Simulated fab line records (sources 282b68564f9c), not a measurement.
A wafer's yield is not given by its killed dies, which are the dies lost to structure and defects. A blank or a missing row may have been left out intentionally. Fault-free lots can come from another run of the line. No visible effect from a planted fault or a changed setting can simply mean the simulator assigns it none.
fab line records + flow ritCmos
record
- lots=14
- wafers=42
- lastDay=7
route steps=202 shown ACTIVE@7 PWELL@45 PRETRO@74 NSD@137 M1@202
lots that met no fault: taken from a fault-free run of the same line
startH: hours from the record's first day to the start of the lot's first wafer shown + waitH: hours elapsed since this lot's preceding step + " unchanged from the row above + L1.1+2: several wafers, shown together as one row + - no value, or no start was given + * or withheld: withheld + < > ~ a bound
route shown NAME@n: NAME is a module with steps in the file, n the number in the route of the first one + usual: mean and standard deviation over wafers with no fault + same: alike in all rows + chamber/n: place in a boat + sites: the reading at each site + _std_site: how widely they spread, as a standard deviation + _edge_site: inner sites' mean taken away from outer sites' mean + radiusMm: for every site, how far away it sits from the centre of the wafer + mask NAME#n: copy n + behind: the tool/chamber that last shaped the wafer + hold: reason for holding the lot/hours on hold/outcome of the hold + device: which transistor (n, p or np) failed to switch + end of line: the same wafers' tests at the end of the route + step lacking rows: just its recipe + killed: at the first sort, the dies lost to defects and structure; wafer yield is something else + map: dies across one wafer; x = killed, . = not, _ = none there
set.NAME: setting as actually run; set.NAME@STEP: the setting as run at that earlier step + model.NAME: the simulator's own value behind a step, which no gauge read
a sample of lots followed through the steps of the route, with each step as a table and each wafer as a row
## steps
# step RIT_ACTIVE_COAT_06
# recipe
- resist=NOVOLAK
- spinRpm=3250
- resistThkNm=995
# usual
- exhaustPa=45.0/0.97
- resistLineTempC=23.00/0.1
- spinSpeedRpm=3249.9/2.1
| lot.wafer | tool          | chamber | startH | waitH | exhaustPa | resistLineTempC | spinSpeedRpm |
|-----------|---------------|---------|--------|-------|-----------|-----------------|--------------|
| L209.1    | lithoTrack-04 | 0       | 16.63  | 0.1   | 45.8      | 22.98           | 3249.5       |
| L209.4    | "             | 0       | "      | "     | 46.8      | 23.02           | 3251.0       |
| L209.5    | "             | 0       | "      | "     | 45.8      | 22.91           | 3248.6       |
| L210.1    | lithoTrack-02 | 0       | 19.90  | 0.1   | 44.8      | 23.08           | 3248.1       |
| L210.3    | "             | 0       | "      | "     | 44.6      | 22.98           | 3251.1       |
| L210.6    | "             | 0       | "      | "     | 44.5      | 23.01           | 3251.1       |
| L213.1    | lithoTrack-03 | 0       | 34.27  | 0.1   | 45.8      | 22.98           | 3248.6       |
| L213.2    | "             | 0       | "      | "     | 45.4      | 23.17           | 3249.8       |
| L213.3    | "             | 0       | "      | "     | 45.4      | 22.91           | 3245.2       |
| L214.1    | lithoTrack-02 | 0       | 39.64  | 0.1   | 46.3      | 23.17           | 3249.5       |
| L214.3    | "             | 0       | "      | "     | 45.6      | 23.09           | 3246.4       |
| L214.4    | "             | 0       | "      | "     | 46.7      | 23.07           | 3250.9       |
| L215.2    | lithoTrack-03 | 0       | 44.89  | 0.1   | 46.4      | 22.98           | 3130.4       |
| L215.3    | "             | 0       | "      | "     | 45.1      | 23.02           | 3130.5       |
| L215.6    | "             | 0       | "      | "     | 44.8      | 22.87           | 3132.1       |
| L216.3    | lithoTrack-03 | 0       | 49.40  | 0.1   | 45.1      | 23.02           | 3130.2       |
| L216.5    | "             | 0       | "      | "     | 43.8      | 23.02           | 3132.9       |
| L216.6    | "             | 0       | "      | "     | 43.4      | 23.09           | 3133.8       |
| L221.1    | lithoTrack-04 | 0       | 76.01  | 0.1   | 44.3      | 22.95           | 3251.7       |
| L221.2    | "             | 0       | "      | "     | 45.9      | 23.02           | 3253.1       |
| L221.6    | "             | 0       | "      | "     | 42.8      | 22.94           | 3249.1       |
| L222.2    | lithoTrack-04 | 0       | 78.77  | 0.1   | 44.5      | 23.02           | 3247.3       |
| L222.5    | "             | 0       | "      | "     | 44.1      | 23.00           | 3251.3       |
| L222.6    | "             | 0       | "      | "     | 45.8      | 22.99           | 3249.1       |
| L224.1    | lithoTrack-02 | 0       | 89.31  | 0.1   | 46.6      | 23.05           | 3247.0       |
| L224.4    | "             | 0       | "      | "     | 44.9      | 23.06           | 3249.9       |
| L224.5    | "             | 0       | "      | "     | 43.2      | 22.99           | 3248.4       |
| L225.1    | lithoTrack-04 | 0       | 93.74  | 0.1   | 43.9      | 22.88           | 3246.1       |
| L225.3    | "             | 0       | "      | "     | 45.5      | 22.94           | 3247.3       |
| L225.5    | "             | 0       | "      | "     | 44.4      | 23.01           | 3249.4       |
| L227.2    | lithoTrack-02 | 0       | 103.89 | 0.1   | 43.5      | 22.98           | 3245.7       |
| L227.5    | "             | 0       | "      | "     | 44.7      | 23.10           | 3252.6       |
| L227.6    | "             | 0       | "      | "     | 44.7      | 22.98           | 3247.7       |
| L226.3    | lithoTrack-04 | 0       | 103.91 | 0.1   | 44.9      | 22.99           | 3249.2       |
| L226.4    | "             | 0       | "      | "     | 44.2      | 23.32           | 3249.3       |
| L226.5    | "             | 0       | "      | "     | 45.4      | 23.01           | 3250.6       |
| L229.1    | lithoTrack-04 | 0       | 117.47 | 0.1   | 46.6      | 23.13           | 3253.2       |
| L229.5    | "             | 0       | "      | "     | 44.5      | 23.00           | 3247.3       |
| L229.6    | "             | 0       | "      | "     | 43.9      | 23.13           | 3248.7       |
| L232.4    | lithoTrack-03 | 0       | 128.81 | 0.1   | 43.8      | 23.06           | 3250.3       |
| L232.5    | "             | 0       | "      | "     | 43.2      | 23.16           | 3249.2       |
| L232.6    | "             | 0       | "      | "     | 43.5      | 23.06           | 3252.8       |
# step RIT_PWELL_OVL_MEAS_06
# usual
- PWELL_OVL=-1.3/1.4
| lot.wafer | tool       | chamber | startH | waitH | PWELL_OVL[nm] |
|-----------|------------|---------|--------|-------|---------------|
| L210.1    | overlay-01 | -       | 29.13  | -     | -1.8          |
| L210.3    | "          | -       | "      | "     | -1.8          |
| L210.6    | "          | -       | "      | "     | -0.8          |
| L209.1    | overlay-02 | -       | 29.64  | -     | -0.9          |
| L209.4    | "          | -       | "      | "     | -2.6          |
| L209.5    | "          | -       | "      | "     | 1.0           |
| L213.1    | overlay-02 | -       | 45.20  | -     | -2.0          |
| L213.2    | "          | -       | "      | "     | -1.7          |
| L213.3    | "          | -       | "      | "     | -2.4          |
| L214.1    | overlay-01 | -       | 48.33  | -     | -1.2          |
| L214.3    | "          | -       | "      | "     | -0.5          |
| L214.4    | "          | -       | "      | "     | 0.0           |
| L215.2    | overlay-01 | -       | 55.79  | -     | -2.5          |
| L215.3    | "          | -       | "      | "     | -1.8          |
| L215.6    | "          | -       | "      | "     | -0.5          |
| L216.3    | overlay-02 | -       | 60.92  | -     | -0.9          |
| L216.5    | "          | -       | "      | "     | -0.6          |
| L216.6    | "          | -       | "      | "     | -0.6          |
| L221.1    | overlay-02 | -       | 83.99  | -     | -3.4          |
| L221.2    | "          | -       | "      | "     | -3.0          |
| L221.6    | "          | -       | "      | "     | -3.4          |
| L222.2    | overlay-02 | -       | 94.21  | -     | -1.7          |
| L222.5    | "          | -       | "      | "     | -1.8          |
| L222.6    | "          | -       | "      | "     | -1.2          |
| L224.1    | overlay-01 | -       | 98.71  | -     | 3.5           |
| L224.4    | "          | -       | "      | "     | -0.1          |
| L224.5    | "          | -       | "      | "     | 0.6           |
| L225.1    | overlay-02 | -       | 107.18 | -     | -0.9          |
| L225.3    | "          | -       | "      | "     | -0.6          |
| L225.5    | "          | -       | "      | "     | -2.3          |
| L226.3    | overlay-01 | -       | 116.18 | -     | -1.5          |
| L226.4    | "          | -       | "      | "     | -1.7          |
| L226.5    | "          | -       | "      | "     | -0.1          |
| L227.2    | overlay-01 | -       | 116.45 | -     | -2.4          |
| L227.5    | "          | -       | "      | "     | -2.6          |
| L227.6    | "          | -       | "      | "     | -2.9          |
| L229.1    | overlay-01 | -       | 127.55 | -     | -1.0          |
| L229.5    | "          | -       | "      | "     | -1.5          |
| L229.6    | "          | -       | "      | "     | -1.0          |
| L232.4    | overlay-01 | -       | 137.28 | -     | -1.0          |
| L232.5    | "          | -       | "      | "     | 0.0           |
| L232.6    | "          | -       | "      | "     | 0.5           |
# step RIT_PRETRO_TW_MEAS_10
# usual
- PRETRO_TW=469/4
| lot.wafer | tool         | chamber | startH | waitH | PRETRO_TW |
|-----------|--------------|---------|--------|-------|-----------|
| L210.1    | filmMetro-01 | -       | 38.31  | 0.1   | 475       |
| L210.3    | "            | -       | "      | "     | 477       |
| L210.6    | "            | -       | "      | "     | 471       |
| L209.1    | filmMetro-03 | -       | 39.12  | 0.1   | 463       |
| L209.4    | "            | -       | "      | "     | 464       |
| L209.5    | "            | -       | "      | "     | 462       |
| L213.1    | filmMetro-03 | -       | 54.60  | 0.1   | 469       |
| L213.2    | "            | -       | "      | "     | 467       |
| L213.3    | "            | -       | "      | "     | 468       |
| L214.1    | filmMetro-03 | -       | 58.43  | 0.1   | 468       |
| L214.3    | "            | -       | "      | "     | 466       |
| L214.4    | "            | -       | "      | "     | 467       |
| L215.2    | filmMetro-01 | -       | 67.57  | 0.1   | 471       |
| L215.3    | "            | -       | "      | "     | 471       |
| L215.6    | "            | -       | "      | "     | 468       |
| L216.3    | filmMetro-01 | -       | 70.14  | 0.1   | 470       |
| L216.5    | "            | -       | "      | "     | 471       |
| L216.6    | "            | -       | "      | "     | 469       |
| L221.1    | filmMetro-02 | -       | 96.17  | 0.1   | 470       |
| L221.2    | "            | -       | "      | "     | 473       |
| L221.6    | "            | -       | "      | "     | 473       |
| L222.2    | filmMetro-02 | -       | 103.82 | 0.1   | 472       |
| L222.5    | "            | -       | "      | "     | 471       |
| L222.6    | "            | -       | "      | "     | 471       |
| L224.1    | filmMetro-02 | -       | 111.78 | 0.1   | 473       |
| L224.4    | "            | -       | "      | "     | 472       |
| L224.5    | "            | -       | "      | "     | 475       |
| L225.1    | filmMetro-03 | -       | 116.60 | 0.1   | 466       |
| L225.3    | "            | -       | "      | "     | 470       |
| L225.5    | "            | -       | "      | "     | 468       |
| L226.3    | filmMetro-03 | -       | 125.47 | 0.1   | 467       |
| L226.4    | "            | -       | "      | "     | 467       |
| L226.5    | "            | -       | "      | "     | 467       |
| L227.2    | filmMetro-01 | -       | 127.61 | 0.1   | 477       |
| L227.5    | "            | -       | "      | "     | 476       |
| L227.6    | "            | -       | "      | "     | 475       |
| L229.1    | filmMetro-01 | -       | 137.01 | 0.1   | 477       |
| L229.5    | "            | -       | "      | "     | 477       |
| L229.6    | "            | -       | "      | "     | 478       |
| L232.4    | filmMetro-03 | -       | 147.46 | 0.1   | 465       |
| L232.5    | "            | -       | "      | "     | 463       |
| L232.6    | "            | -       | "      | "     | 465       |
# step RIT_NSD_OVL_MEAS_06
# usual
- NSD_OVL=-0.5/1.2
| lot.wafer | tool       | chamber | startH | waitH | NSD_OVL[nm] |
|-----------|------------|---------|--------|-------|-------------|
| L209.1    | overlay-02 | -       | 57.90  | -     | -1.5        |
| L209.4    | "          | -       | "      | "     | -0.8        |
| L209.5    | "          | -       | "      | "     | -0.1        |
| L210.1    | overlay-02 | -       | 59.58  | -     | -1.9        |
| L210.3    | "          | -       | "      | "     | -2.1        |
| L210.6    | "          | -       | "      | "     | 0.2         |
| L213.1    | overlay-01 | -       | 75.44  | -     | -0.7        |
| L213.2    | "          | -       | "      | "     | 0.6         |
| L213.3    | "          | -       | "      | "     | -0.7        |
| L214.1    | overlay-02 | -       | 75.96  | -     | -0.8        |
| L214.3    | "          | -       | "      | "     | -1.9        |
| L214.4    | "          | -       | "      | "     | -0.3        |
| L215.2    | overlay-01 | -       | 88.26  | -     | -1.8        |
| L215.3    | "          | -       | "      | "     | -1.1        |
| L215.6    | "          | -       | "      | "     | 0.0         |
| L216.3    | overlay-02 | -       | 90.85  | -     | -0.2        |
| L216.5    | "          | -       | "      | "     | -0.8        |
| L216.6    | "          | -       | "      | "     | 0.9         |
| L221.1    | overlay-01 | -       | 117.98 | -     | 0.4         |
| L221.2    | "          | -       | "      | "     | 1.0         |
| L221.6    | "          | -       | "      | "     | 0.7         |
| L222.2    | overlay-01 | -       | 121.81 | -     | -1.9        |
| L222.5    | "          | -       | "      | "     | -1.4        |
| L222.6    | "          | -       | "      | "     | -0.9        |
| L224.1    | overlay-01 | -       | 133.76 | -     | 0.4         |
| L224.4    | "          | -       | "      | "     | -0.8        |
| L224.5    | "          | -       | "      | "     | -2.0        |
| L225.1    | overlay-02 | -       | 136.78 | -     | 0.4         |
| L225.3    | "          | -       | "      | "     | 1.7         |
| L225.5    | "          | -       | "      | "     | -0.7        |
| L226.3    | overlay-02 | -       | 141.95 | -     | -1.7        |
| L226.4    | "          | -       | "      | "     | 1.3         |
| L226.5    | "          | -       | "      | "     | -2.0        |
| L227.2    | overlay-02 | -       | 145.44 | -     | -0.6        |
| L227.5    | "          | -       | "      | "     | -2.5        |
| L227.6    | "          | -       | "      | "     | -3.1        |
| L229.1    | overlay-02 | -       | 153.34 | -     | 0.6         |
| L229.5    | "          | -       | "      | "     | 0.5         |
| L229.6    | "          | -       | "      | "     | 1.2         |
| L232.4    | overlay-02 | -       | 165.55 | -     | -0.6        |
| L232.5    | "          | -       | "      | "     | 0.9         |
| L232.6    | "          | -       | "      | "     | 0.3         |
# step RIT_M1_PROBE_99
# usual
- killed_at_M0_to_M3=0.0/0.2
- killedAtFrontEnd=6.8/2.9
- killedDies=6.8/2.9
- killedOnRim=1.9/1.4
- killedOpen=3.3/1.9
- killedShort=3.5/2
# same
- grossDies=264
- killed_at_M4_up=0
- killedAtBackSide=0
- killedAtContacts=0
- killedAtOther=0
| lot.wafer | tool      | chamber | startH | waitH | killed_at_M0_to_M3 | killedAtFrontEnd | killedDies | killedOnRim | killedOpen | killedShort |
|-----------|-----------|---------|--------|-------|--------------------|------------------|------------|-------------|------------|-------------|
| L209.1    | prober-01 | -       | 69.60  | 0.1   | 0                  | 4                | 4          | 0           | 2          | 2           |
| L209.4    | prober-01 | -       | 69.75  | 0.2   | 0                  | 7                | 7          | 1           | 1          | 6           |
| L209.5    | prober-01 | -       | 69.80  | 0.2   | 0                  | 7                | 7          | 2           | 2          | 5           |
| L210.1    | prober-02 | -       | 71.10  | 0.1   | 0                  | 6                | 6          | 3           | 3          | 2           |
| L210.3    | prober-02 | -       | 71.20  | 0.2   | 0                  | 3                | 3          | 1           | 3          | 0           |
| L210.6    | prober-02 | -       | 71.35  | 0.2   | 0                  | 4                | 4          | 0           | 1          | 3           |
| L213.1    | prober-01 | -       | 87.80  | 0.1   | 0                  | 6                | 6          | 3           | 3          | 3           |
| L213.2    | prober-01 | -       | 87.85  | 0.1   | 0                  | 6                | 6          | 2           | 2          | 4           |
| L213.3    | prober-01 | -       | 87.90  | 0.2   | 0                  | 6                | 6          | 4           | 0          | 6           |
| L214.1    | prober-02 | -       | 87.80  | 0.1   | 0                  | 5                | 5          | 1           | 3          | 2           |
| L214.3    | prober-02 | -       | 87.90  | 0.2   | 0                  | 4                | 4          | 0           | 4          | 0           |
| L214.4    | prober-02 | -       | 87.95  | 0.2   | 0                  | 6                | 6          | 2           | 1          | 5           |
| L215.2    | prober-01 | -       | 103.15 | 0.1   | 0                  | 6                | 6          | 1           | 1          | 5           |
| L215.3    | prober-01 | -       | 103.20 | 0.2   | 0                  | 3                | 3          | 2           | 1          | 2           |
| L215.6    | prober-01 | -       | 103.35 | 0.2   | 0                  | 8                | 8          | 1           | 4          | 4           |
| L216.3    | prober-02 | -       | 103.20 | 0.2   | 0                  | 7                | 7          | 2           | 2          | 5           |
| L216.5    | prober-02 | -       | 103.30 | 0.2   | 0                  | 4                | 4          | 0           | 2          | 2           |
| L216.6    | prober-02 | -       | 103.35 | 0.2   | 0                  | 5                | 5          | 0           | 2          | 3           |
| L221.1    | prober-01 | -       | 129.54 | 0.1   | 0                  | 9                | 9          | 4           | 4          | 5           |
| L221.2    | prober-01 | -       | 129.59 | 0.1   | 0                  | 11               | 11         | 2           | 8          | 3           |
| L221.6    | prober-01 | -       | 129.79 | 0.2   | 0                  | 8                | 8          | 3           | 4          | 3           |
| L222.2    | prober-02 | -       | 132.41 | 0.1   | 0                  | 8                | 8          | 1           | 5          | 3           |
| L222.5    | prober-02 | -       | 132.56 | 0.2   | 0                  | 7                | 7          | 3           | 4          | 3           |
| L222.6    | prober-02 | -       | 132.61 | 0.2   | 0                  | 1                | 1          | 0           | 1          | 0           |
| L224.1    | prober-02 | -       | 145.52 | 0.1   | 0                  | 3                | 3          | 1           | 1          | 2           |
| L224.4    | prober-02 | -       | 145.67 | 0.2   | 0                  | 7                | 7          | 0           | 4          | 3           |
| L224.5    | prober-02 | -       | 145.72 | 0.2   | 0                  | 4                | 4          | 3           | 2          | 2           |
| L225.1    | prober-01 | -       | 147.02 | 0.1   | 0                  | 9                | 9          | 3           | 6          | 3           |
| L225.3    | prober-01 | -       | 147.12 | 0.2   | 0                  | 7                | 7          | 2           | 4          | 3           |
| L225.5    | prober-01 | -       | 147.22 | 0.2   | 0                  | 8                | 8          | 1           | 3          | 5           |
| L226.3    | prober-02 | -       | 153.97 | 0.2   | 0                  | 4                | 4          | 2           | 4          | 0           |
| L226.4    | prober-02 | -       | 154.02 | 0.2   | 0                  | 8                | 8          | 1           | 3          | 5           |
| L226.5    | prober-02 | -       | 154.07 | 0.2   | 0                  | 9                | 9          | 3           | 6          | 3           |
| L227.2    | prober-01 | -       | 155.67 | 0.1   | 0                  | 3                | 3          | 0           | 1          | 2           |
| L227.5    | prober-01 | -       | 155.82 | 0.2   | 0                  | 5                | 5          | 1           | 4          | 1           |
| L227.6    | prober-01 | -       | 155.87 | 0.2   | 1                  | 6                | 7          | 0           | 4          | 3           |
| L229.1    | prober-01 | -       | 163.48 | 0.1   | 0                  | 7                | 7          | 1           | 5          | 2           |
| L229.5    | prober-01 | -       | 163.68 | 0.2   | 0                  | 14               | 14         | 4           | 7          | 7           |
| L229.6    | prober-01 | -       | 163.73 | 0.2   | 0                  | 2                | 2          | 2           | 1          | 1           |
| L232.4    | prober-02 | -       | 175.86 | 0.2   | 0                  | 3                | 3          | 2           | 1          | 2           |
| L232.5    | prober-02 | -       | 175.91 | 0.2   | 1                  | 4                | 5          | 1           | 3          | 2           |
| L232.6    | prober-02 | -       | 175.96 | 0.2   | 0                  | 6                | 6          | 2           | 4          | 2           |
# killed by level:class
L209.1 FOX1:geometricParticle:short=1 GATE:geometricParticle:short=1 SPACER:geometricParticle:open=1 SILICIDE:geometricParticle:open=1
L209.4 GATE:geometricParticle:short=3 FOX1:geometricParticle:short=1 GATE:geometricParticle:open=1 REOX:geometricParticle:short=1 SILICIDE:geometricParticle:short=1
L209.5 FOX1:geometricParticle:short=2 FOX2:geometricParticle:open=1 GATE:geometricParticle:short=1 REOX:geometricParticle:short=1 SPACER:geometricParticle:short=1 SILICIDE:geometricParticle:open=1
L210.1 REOX:geometricParticle:open=2 GATE:geometricParticle:short=1 GATE:geometricParticle:open=1 REOX:geometricParticle:short=1 NLDD:coatMicrobubblePrinted=1
L210.3 FOX2:geometricParticle:open=1 REOX:geometricParticle:open=1 SILICIDE:geometricParticle:open=1
L210.6 GATE:geometricParticle:short=3 REOX:geometricParticle:open=1
L213.1 FOX1:geometricParticle:open=1 FOX2:geometricParticle:open=1 FOX2:geometricParticle:short=1 GATE:geometricParticle:short=1 REOX:geometricParticle:short=1 SILICIDE:geometricParticle:open=1
L214.1 FOX1:geometricParticle:open=1 FOX1:geometricParticle:short=1 GATE:geometricParticle:short=1 GATE:geometricParticle:open=1 SILICIDE:geometricParticle:open=1
L213.2 FOX2:geometricParticle:short=1 GATE:geometricParticle:short=1 GATE:geometricParticle:open=1 REOX:geometricParticle:short=1 SPACER:geometricParticle:open=1 SILICIDE:geometricParticle:short=1
L213.3 GATE:geometricParticle:short=2 REOX:geometricParticle:short=2 FOX1:geometricParticle:short=1 FOX2:geometricParticle:short=1
L214.3 GATE:geometricParticle:open=2 SILICIDE:geometricParticle:open=2
L214.4 GATE:geometricParticle:short=2 REOX:geometricParticle:short=2 FOX1:geometricParticle:open=1 SPACER:geometricParticle:short=1
L215.2 GATE:geometricParticle:short=3 REOX:geometricParticle:short=2 SPACER:geometricParticle:open=1
L215.3 GATE:geometricParticle:short=2 FOX2:geometricParticle:open=1
L216.3 GATE:geometricParticle:short=2 GATE:geometricParticle:open=1 REOX:geometricParticle:short=1 SPACER:geometricParticle:short=1 SILICIDE:geometricParticle:short=1 SILICIDE:geometricParticle:open=1
L216.5 GATE:geometricParticle:open=2 GATE:geometricParticle:short=1 REOX:geometricParticle:short=1
L215.6 GATE:geometricParticle:open=3 REOX:geometricParticle:short=2 GATE:geometricParticle:short=1 REOX:geometricParticle:open=1 SPACER:geometricParticle:short=1
L216.6 GATE:geometricParticle:open=2 FOX2:geometricParticle:short=1 GATE:geometricParticle:short=1 REOX:geometricParticle:short=1
L221.1 GATE:geometricParticle:short=2 SILICIDE:geometricParticle:short=2 FOX2:geometricParticle:open=1 GATE:geometricParticle:open=1 REOX:geometricParticle:short=1 REOX:geometricParticle:open=1 SPACER:geometricParticle:open=1
L221.2 GATE:geometricParticle:open=5 GATE:geometricParticle:short=3 FOX1:geometricParticle:open=2 SILICIDE:geometricParticle:open=1
L221.6 SPACER:geometricParticle:open=2 FOX2:geometricParticle:open=1 FOX2:geometricParticle:short=1 GATE:geometricParticle:open=1 GATE:geometricParticle:short=1 SPACER:geometricParticle:short=1 PRETRO:coatMicrobubblePrinted=1
L222.2 GATE:geometricParticle:open=3 GATE:geometricParticle:short=2 FOX1:geometricParticle:open=1 FOX2:geometricParticle:open=1 REOX:geometricParticle:short=1
L222.5 GATE:geometricParticle:open=4 GATE:geometricParticle:short=3
L222.6 SPACER:geometricParticle:open=1
L224.1 GATE:geometricParticle:short=2 FOX1:geometricParticle:open=1
L224.4 FOX1:geometricParticle:open=2 SILICIDE:geometricParticle:open=2 FOX1:geometricParticle:short=1 REOX:geometricParticle:short=1 SILICIDE:geometricParticle:short=1
L224.5 GATE:geometricParticle:short=1 REOX:geometricParticle:open=1 SPACER:geometricParticle:short=1 SPACER:geometricParticle:open=1
L225.1 GATE:geometricParticle:open=4 FOX1:geometricParticle:open=2 GATE:geometricParticle:short=2 REOX:geometricParticle:short=1
L225.3 GATE:geometricParticle:short=2 SILICIDE:geometricParticle:open=2 GATE:geometricParticle:open=1 REOX:geometricParticle:open=1 SILICIDE:geometricParticle:short=1
L225.5 FOX1:geometricParticle:short=2 GATE:geometricParticle:short=2 GATE:geometricParticle:open=2 FOX2:geometricParticle:short=1 SPACER:geometricParticle:open=1
L226.3 FOX1:geometricParticle:open=2 GATE:geometricParticle:open=1 REOX:geometricParticle:open=1
L226.4 GATE:geometricParticle:short=4 REOX:geometricParticle:open=3 SPACER:geometricParticle:short=1
L226.5 FOX1:geometricParticle:short=2 GATE:geometricParticle:open=2 SPACER:geometricParticle:open=2 FOX1:geometricParticle:open=1 REOX:geometricParticle:short=1 REOX:geometricParticle:open=1
L227.2 FOX1:geometricParticle:open=1 FOX1:geometricParticle:short=1 FOX2:geometricParticle:short=1
L227.5 GATE:geometricParticle:open=2 FOX2:geometricParticle:open=1 FOX2:geometricParticle:short=1 REOX:geometricParticle:open=1
L227.6 GATE:geometricParticle:open=3 FOX1:geometricParticle:open=1 FOX2:geometricParticle:short=1 GATE:geometricParticle:short=1 M1:geometricParticle:short=1
L229.1 SPACER:geometricParticle:open=3 REOX:geometricParticle:open=2 GATE:geometricParticle:short=1 SPACER:geometricParticle:short=1
L229.5 GATE:geometricParticle:open=5 GATE:geometricParticle:short=3 REOX:geometricParticle:short=2 SPACER:geometricParticle:open=2 FOX1:geometricParticle:short=1 SPACER:geometricParticle:short=1
L229.6 FOX1:geometricParticle:short=1 GATE:geometricParticle:open=1
L232.4 FOX1:geometricParticle:short=1 GATE:geometricParticle:short=1 SILICIDE:geometricParticle:open=1
L232.5 GATE:geometricParticle:short=1 GATE:geometricParticle:open=1 SILICIDE:geometricParticle:short=1 SILICIDE:geometricParticle:open=1 M1:geometricParticle:open=1
L232.6 REOX:geometricParticle:open=2 FOX1:geometricParticle:open=1 FOX1:geometricParticle:short=1 GATE:geometricParticle:short=1 SILICIDE:geometricParticle:open=1
## key
firstSign
- step=RIT_ACTIVE_COAT_06
- reading=spinSpeedRpm
- direction=down
- sigmas=56
- usual=3249.9
- struck=3131.6
effect none on later readings
metAt RIT_ACTIVE_COAT_06
struckLots L215,L216
testerLeftOut L215,L216
notActingAt RIT_PWELL_OVL_MEAS_06,RIT_PRETRO_TW_MEAS_10,RIT_NSD_OVL_MEAS_06
onsetBetween 34.27 44.89
fault
- kind=processParameterDrift
- tool=lithoTrack-03
- chamber=-
- onsetH=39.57
- steps=RIT_ACTIVE_COAT_06
- channel=spinRpm
- offset=-117.33
- shape=step
- endH=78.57
- actsIn=theseRecipesOnly
- stated=3250
# testerLeftOut: of these lots the tester's yield and bins aren't shown, on N5 and GAA mostly nor the transistor test; their killed dies are dies lost to structure and defects alone, not to doping, threshold or leakage, so they don't give the yield
